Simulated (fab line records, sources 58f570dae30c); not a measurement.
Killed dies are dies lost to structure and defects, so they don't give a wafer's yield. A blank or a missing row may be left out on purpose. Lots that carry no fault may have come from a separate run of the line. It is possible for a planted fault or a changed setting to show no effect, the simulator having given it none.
Which tool did it?    flow berkeleyCmos170    21 wafers from 7 lots sampled at 2 of the route's 331 steps

## WHAT EACH GAUGE READ, for each wafer
UCB170_SPACER_THK_MEAS_01.
lot   measured      on            SPACER_TEOS_THK (nm)
L287  day 6 19:17   filmMetro-04  368 376 375
L289  day 7 10:09   filmMetro-01  369 372 371
L292  day 8 02:00   filmMetro-04  366 367 368
L293  day 8 02:10   filmMetro-01  371 370 371
L304  day 10 00:15  filmMetro-01  373 373 380
L308  day 10 21:59  filmMetro-04  375 373 382

## EACH LOT AND THE TOOL THAT RAN IT (in order: tool; ch and the chambers of the sampled wafers; start)
lot   UCB170_ACTIVE_OXIDATION_02
L287  furnace-02 ch 0, day 4 09:26
L289  furnace-02 ch 0, day 5 00:40
L292  furnace-03 ch 0, day 5 10:54
L293  furnace-04 ch 0, day 5 16:12
L298  furnace-02, day 6 16:43
L304  furnace-04 ch 0, day 7 16:06
L308  furnace-03 ch 0, day 8 11:53
- UCB170_ACTIVE_OXIDATION_02: target thk 26.4 nm, ox time 1260 s.

## THE ANSWER, worked out from the rows above alone
Rule: what is usual is taken from the lots themselves. The widest of any qualifying gaps counts: lots, ordered by their means at a reading, are off when they make up no more than a third of the lots, leave a main group of 4 or more, and stand apart from it by 3 or more times the standard deviation of that group's means. Not used: any main group whose means are identical at the precision the tables above print for the reading. Also off: a lot with no number at a reading for which 4 or more lots have one. The other lots that the step has rows for count as sound.
Across all readings shown, no lot is off: no conclusion can be drawn from this.

## WHAT HAD BEEN PUT IN BY THE SIMULATOR
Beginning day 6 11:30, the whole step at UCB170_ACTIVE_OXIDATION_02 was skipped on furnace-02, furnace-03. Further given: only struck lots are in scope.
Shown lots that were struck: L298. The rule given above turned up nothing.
